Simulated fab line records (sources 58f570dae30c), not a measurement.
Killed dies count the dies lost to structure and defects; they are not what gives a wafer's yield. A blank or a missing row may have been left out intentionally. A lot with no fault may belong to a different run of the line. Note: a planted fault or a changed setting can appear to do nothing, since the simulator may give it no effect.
A struck lot beside a sound one	flow berkeleyCmos170	17 steps out of a route of 331
Sound: wafers L105.3, L105.4, L105.5. Struck: wafers L115.1, L115.4, L115.5. The cause comes at the end.
Each step with rows lists, per side, the tool, then ch with its chambers, then its first start. Under that, the readings that differ: sound wafers	struck wafers	difference of the means	sigmas: that difference in standard deviations of wafers without a fault.
alike: same words and numbers on both sides, and readings whose means sit less than 2 such deviations apart. not compared: any withheld reading, any reading some wafer has no value for, any bound like >300 that may hide the same value, and any number with overlapping values for which the record gives no deviation.
A row with sigmas, a row that says differs or no value, or rows on one side alone: a step with any of these is where the two part. Numbers that have no deviation but don't overlap get no sigmas and don't part them. A reading missing from all wafers of one side parts the sides only when that side holds two or more wafers.

UCB170_SACOX_THK_MEAS_02:
  sound on filmMetro-04, day 7 01:17; struck on filmMetro-04, day 8 10:27
  alike: SACOX_OXIDE_THK
then, 2 steps without rows for these wafers: UCB170_SCREENOX_WET_ETCH_00 (etches SiO2 in dHF, time 200 s); UCB170_SCREENOX_OXIDATION_01 (target thk 14.4 nm, ox time 2400 s).
UCB170_SCREENOX_THK_MEAS_02:
  sound on filmMetro-04, day 7 05:29; struck on filmMetro-04, day 8 14:04
reading	sound	struck	difference	sigmas
SCREENOX_OXIDE_THK (nm)	14.31 14.56 14.43	13.90 14.07 13.82	-0.50	-2
then, 7 steps without rows for these wafers: UCB170_SCREENOX_ANNEAL_03 (time 900 s); UCB170_NVT_HMDS_00 (prime time 60 s); UCB170_NVT_COAT_01 (resist thk 900 nm); UCB170_NVT_SOFTBAKE_02 (time 60 s); UCB170_NVT_EXPOSE_03 (exposes mask PWELL, target cd 3000 nm); UCB170_NVT_PEB_04; UCB170_NVT_DEVELOP_05 (develop time 45 s).
UCB170_NVT_OVL_MEAS_06:
  sound on overlay-01, day 7 09:43; struck on overlay-01, day 8 18:11
  alike: NVT_OVL
UCB170_NVT_IMPLANT_07:
  sound on implanter-01 ch 0, day 7 09:47; struck on implanter-01 ch 0, day 8 18:32
  alike: beamOnS
UCB170_NVT_STRIP_08: strips in O2.
  sound on plasmaAsher-01 ch 0,1, day 7 09:55; struck on plasmaAsher-01 ch 0, day 8 18:41
  alike: drypumpMotorCurrentA, o2FlowSccm, oesProductAu, stripTimeToEndpointS
  not compared: rfHoursCounterH
UCB170_NVT_TW_MEAS_09:
  sound on filmMetro-03, day 7 10:01; struck on filmMetro-02, day 8 19:32
reading	sound	struck	difference	sigmas
NVT_TW	511 513 512	648 649 647	+136	+28
then, 1 step without rows for these wafers: UCB170_NVT_CLEAN_10 (cleans in SPM, time 600 s).
-- the record jumps here: 2 days lie between the struck wafers' starts before and after (it left off in module NVT and takes up again in module M3, whose first step shown is number 331 of the route) --
UCB170_M3_PROBE_99:
  rows exist in the record for the struck wafers here (prober-02, day 11 01:07), but not for the sound ones

## WHERE THEY PART
First at UCB170_SCREENOX_THK_MEAS_02; last, within this record, at UCB170_M3_PROBE_99.

WHY: the cause the simulator had injected
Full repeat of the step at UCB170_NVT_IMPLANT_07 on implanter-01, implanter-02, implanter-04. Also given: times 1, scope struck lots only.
